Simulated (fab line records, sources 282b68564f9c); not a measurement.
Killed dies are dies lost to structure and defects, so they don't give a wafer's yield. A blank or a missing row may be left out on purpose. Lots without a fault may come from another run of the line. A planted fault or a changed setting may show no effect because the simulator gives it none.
fab line records | flow rit_cmos
record lots=15 wafers=45 last_day=7
route steps=202 shown PSD@145
lots that met no fault: from a run of the same line without faults
start_h: hours from the record's first day to the start of the lot's first wafer shown | wait_h: hours since the lot's step before | " the same as in the row above | L1.1+2: a row that stands for several wafers | - no value, or no start given | * or withheld: withheld | < > ~ a bound
route shown NAME@n: a module of which the file shows steps, and the number in the route of the first | usual: mean/standard deviation of fault-free wafers | same: alike in all rows | chamber/n: place in a boat | sites: the reading at each site | _std_site: their standard deviation | _edge_site: outer sites' mean less inner sites' | radius_mm: how far each site lies from the wafer's centre | mask NAME#n: copy n | behind: the tool/chamber that last shaped the wafer | hold: why the lot was held/for how many hours/how that ended | device: the transistor (n, p or np) that didn't switch | end of line: the same wafers' tests at the end of the route | a step without rows: its recipe alone | killed: dies lost to structure and defects at the first sort, not the wafer's yield | map: a wafer's dies, x killed, . not, _ none there
set.NAME: the setting as run; set.NAME@STEP: as run at that earlier step | model.NAME: the simulator's own value behind a step, which no gauge read
steps of the route over a sample of lots; a table a step, a row a wafer
services: from which hour (start_h, from the record's first day; less than 0 if before it) a tool's chamber was out of use, for how many hours, and why
## steps
# step RIT_PSD_EXPOSE_03
# recipe mask_id=M10 na=0.57 target_cd_nm=40900 dose_mj=250
# columns lot.wafer tool chamber start_h wait_h mask
L987.2+5+6 iline_stepper-02 0 66.28 0.1 M10#0
L988.2+3+6 iline_stepper-01 0 73.34 0.1 M10#0
L989.4+5+6 iline_stepper-02 0 91.37 0.3 M10#0
L990.3+4+6 iline_stepper-02 0 91.46 0.3 M10#0
L991.1+4+6 iline_stepper-02 0 98.28 0.1 M10#0
L993.2+4+6 iline_stepper-02 0 98.41 0.2 M10#0
L992.4+5+6 iline_stepper-01 0 111.80 10.3 M10#0
L996.1+2+5 iline_stepper-01 0 112.65 0.1 M10#0
L997.1+2+6 iline_stepper-01 0 126.52 0.1 M10#0
L100.1+5+6 iline_stepper-02 0 138.52 0.1 M10#0
L102.3+4+5 iline_stepper-02 0 141.44 0.1 M10#0
L103.2+3+6 iline_stepper-02 0 145.69 0.1 M10#0
L106.3+4+5 iline_stepper-01 0 154.22 0.2 M10#0
L109.3+5+6 iline_stepper-01 0 166.09 0.2 M10#0
L110.1+2+3 iline_stepper-01 0 168.60 0.1 M10#0
# step RIT_PSD_OVL_MEAS_06
# usual PSD_OVL=-0.9/1.4
# columns lot.wafer tool chamber start_h wait_h PSD_OVL[nm]
L987.2 overlay-01 - 66.72 - 0.3
L987.5 " - " " -1.6
L987.6 " - " " -1.1
L988.2 overlay-01 - 73.72 - -4.5
L988.3 " - " " -0.4
L988.6 " - " " -1.0
L989.4 overlay-02 - 91.72 - -0.2
L989.5 " - " " -1.4
L989.6 " - " " -1.3
L990.3 overlay-02 - 91.84 - -1.9
L990.4 " - " " 0.1
L990.6 " - " " -1.3
L991.1 overlay-02 - 98.92 - -3.5
L991.4 " - " " -2.1
L991.6 " - " " -1.3
L993.2 overlay-02 - 99.21 - -1.1
L993.4 " - " " 1.5
L993.6 " - " " 0.1
L992.4 overlay-02 - 112.35 - -0.6
L992.5 " - " " 0.7
L992.6 " - " " 0.3
L996.1 overlay-02 - 113.22 - -0.1
L996.2 " - " " -0.1
L996.5 " - " " -0.5
L997.1 overlay-01 - 126.92 - 0.7
L997.2 " - " " 0.7
L997.6 " - " " -0.3
L100.1 overlay-02 - 139.00 - -151.0
L100.5 " - " " -152.8
L100.6 " - " " -152.9
L102.3 overlay-01 - 141.81 - -151.2
L102.4 " - " " -149.7
L102.5 " - " " -150.9
L103.2 overlay-01 - 146.08 - -149.9
L103.3 " - " " -149.2
L103.6 " - " " -147.7
L106.3 overlay-01 - 154.60 - -2.7
L106.4 " - " " -2.0
L106.5 " - " " -1.4
L109.3 overlay-02 - 166.46 - -1.8
L109.5 " - " " -2.4
L109.6 " - " " -3.0
L110.1 overlay-02 - 169.00 - -2.1
L110.2 " - " " -1.4
L110.3 " - " " -1.5
## services
# columns tool chamber start_h hours kind
iline_stepper-01 - 69.13 1.7 pm
iline_stepper-01 - 76.64 28.9 pm
iline_stepper-02 - 122.96 8.9 pm
iline_stepper-02 - 131.85 1.7 pm
iline_stepper-01 - 159.31 3.5 repair
## key
first_sign step=RIT_PSD_OVL_MEAS_06 reading=PSD_OVL direction=down sigmas=99+ usual=-0.9 struck=-150.6
effect none on later readings
met_at RIT_PSD_EXPOSE_03
struck_lots L100,L102,L103
tester_left_out L100,L102,L103
onset_between 98.41 138.52
fault kind=scanner_matching_overlay tool=iline_stepper-02 chamber=- onset_h=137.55 steps=RIT_PSD_EXPOSE_03 offset=-150
# tester_left_out: of these lots the tester's yield and bins aren't shown, on N5 and GAA mostly nor the transistor test; their killed dies are dies lost to structure and defects alone, not to doping, threshold or leakage, so they don't give the yield
